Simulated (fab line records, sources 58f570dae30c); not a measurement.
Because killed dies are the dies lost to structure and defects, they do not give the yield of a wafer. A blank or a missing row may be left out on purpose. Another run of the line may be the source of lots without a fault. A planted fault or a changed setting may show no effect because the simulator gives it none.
Lot-split experiment | flow berkeley_cmos170 | 5 lots, 23 wafers read, on a route of 331 steps

## THE SPLIT
At UCB170_PSD_EXPOSE_03 (exposes mask PSELECT MOD, target cd 1200 nm), the setting dose_mj was moved away from the recipe's 30 on 11 of the 23 wafers read, by -3.9% to +5.1%. All remaining wafers had this setting at the recipe value.

## FROM THE SPLIT TO THE READING: what the file shows between them, 2 steps
- UCB170_PSD_PEB_04
- UCB170_PSD_DEVELOP_05: develop time 45 s

## THE READING
At UCB170_PSD_CD_MEAS_06: cd_nm in nanometres, against a target cd of 1200 nm. Typical for fault-free wafers on this fab line: 1199.5 nm, with standard deviation 1.1 nm.

wafer  | tool, chamber at the split | dose_mj as run | against the recipe | cd_nm, nm | against lot-mates on the recipe
L074.2 | krf_scanner-01, 0          | 31.52          | +5.1%              | 1209.5    | +10.1
L074.3 | krf_scanner-01, 0          | 30             | recipe             | 1199.3    | -
L074.4 | krf_scanner-01, 0          | 30             | recipe             | 1199.7    | -
L074.5 | krf_scanner-01, 0          | 31.52          | +5.1%              | 1208.8    | +9.4
L074.6 | krf_scanner-01, 0          | 30             | recipe             | 1199.1    | -
L078.1 | krf_scanner-01, 0          | 31.33          | +4.4%              | 1206.8    | +6.9
L078.3 | krf_scanner-01, 0          | 31.33          | +4.4%              | 1206.3    | +6.4
L078.4 | krf_scanner-01, 0          | 31.33          | +4.4%              | 1205.7    | +5.8
L078.5 | krf_scanner-01, 0          | 30             | recipe             | 1199.7    | -
L078.6 | krf_scanner-01, 0          | 30             | recipe             | 1200.1    | -
L081.1 | krf_scanner-01, 0          | 30             | recipe             | 1196.5    | -
L081.3 | krf_scanner-01, 0          | 30             | recipe             | 1197.6    | -
L081.4 | krf_scanner-01, 0          | 30             | recipe             | 1197.0    | -
L084.1 | krf_scanner-01, 0          | 30             | recipe             | 1201.8    | -
L084.2 | krf_scanner-01, 0          | 28.82          | -3.9%              | 1193.6    | -8.0
L084.3 | krf_scanner-01, 0          | 28.82          | -3.9%              | 1194.2    | -7.3
L084.5 | krf_scanner-01, 0          | 28.82          | -3.9%              | 1192.5    | -9.0
L084.6 | krf_scanner-01, 0          | 30             | recipe             | 1201.3    | -
L085.1 | krf_scanner-02, 0          | 31.31          | +4.4%              | 1208.2    | +8.0
L085.3 | krf_scanner-02, 0          | 31.31          | +4.4%              | 1208.5    | +8.2
L085.4 | krf_scanner-02, 0          | 30             | recipe             | 1198.8    | -
L085.5 | krf_scanner-02, 0          | 31.31          | +4.4%              | 1208.3    | +8.0
L085.6 | krf_scanner-02, 0          | 30             | recipe             | 1201.7    | -

THE FIT
A straight line over all 23 wafers: cd_nm changes by +1.74 nm for each +1% of dose_mj; r = +0.96; the points scatter about the line by 1.5 nm.
The same after taking each lot's own level away (the mean of its wafers on the recipe; 23 wafers): +1.84 nm for each +1%; r = +0.99; scatter 0.92 nm.
That fit puts the effect of the largest move of dose_mj on the reading at 9.3 nm.
Measured against the standard deviation above, the lots' own levels, which go from 1197.03 to 1201.55 nm, span 4.1 times it.
Hence the lot-to-lot level has little effect on the slope; both slopes agree.
Check: +8.84 nm against its lot-mates is what the line predicts for one of the wafers moved furthest among these (+5.1%) when that wafer is left out of the fit. It came out at +10.1 nm against them.

## THE OTHER SPLITS THESE WAFERS WENT THROUGH
Note: prior to the reading, these wafers also went through further splits. Each is held against what the fit with the lots' levels taken away leaves over:
other split on the same wafers         | wafers away from the commonest value | r with cd_nm (lot level and that fit taken away)
UCB170_NWELL_PEB_10 peb_temp_c         | 7                                    | +0.55
UCB170_NWELL_ETCH_13 time_s            | 5                                    | -0.19
UCB170_PWELL_IMPLANT_15 dose_cm2       | 11                                   | +0.17
UCB170_ACTIVE_COAT_08 spin_rpm         | 5                                    | +0.08
UCB170_FIELD_OXIDATION_01 temp_c       | 15                                   | +0.06
UCB170_SCREENOX_OXIDATION_01 ox_time_s | 15                                   | -0.05
UCB170_NVT_IMPLANT_07 tilt_deg         | 5                                    | +0.00
UCB170_PLDD_IMPLANT_08 energy_kev      | 9                                    | +0.32
UCB170_NLDD_IMPLANT_08 energy_kev      | 9                                    | -0.28

## THE FILE'S OWN FIT
cd_nm changes by +1.81 nm for each +1% of dose_mj, r = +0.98.
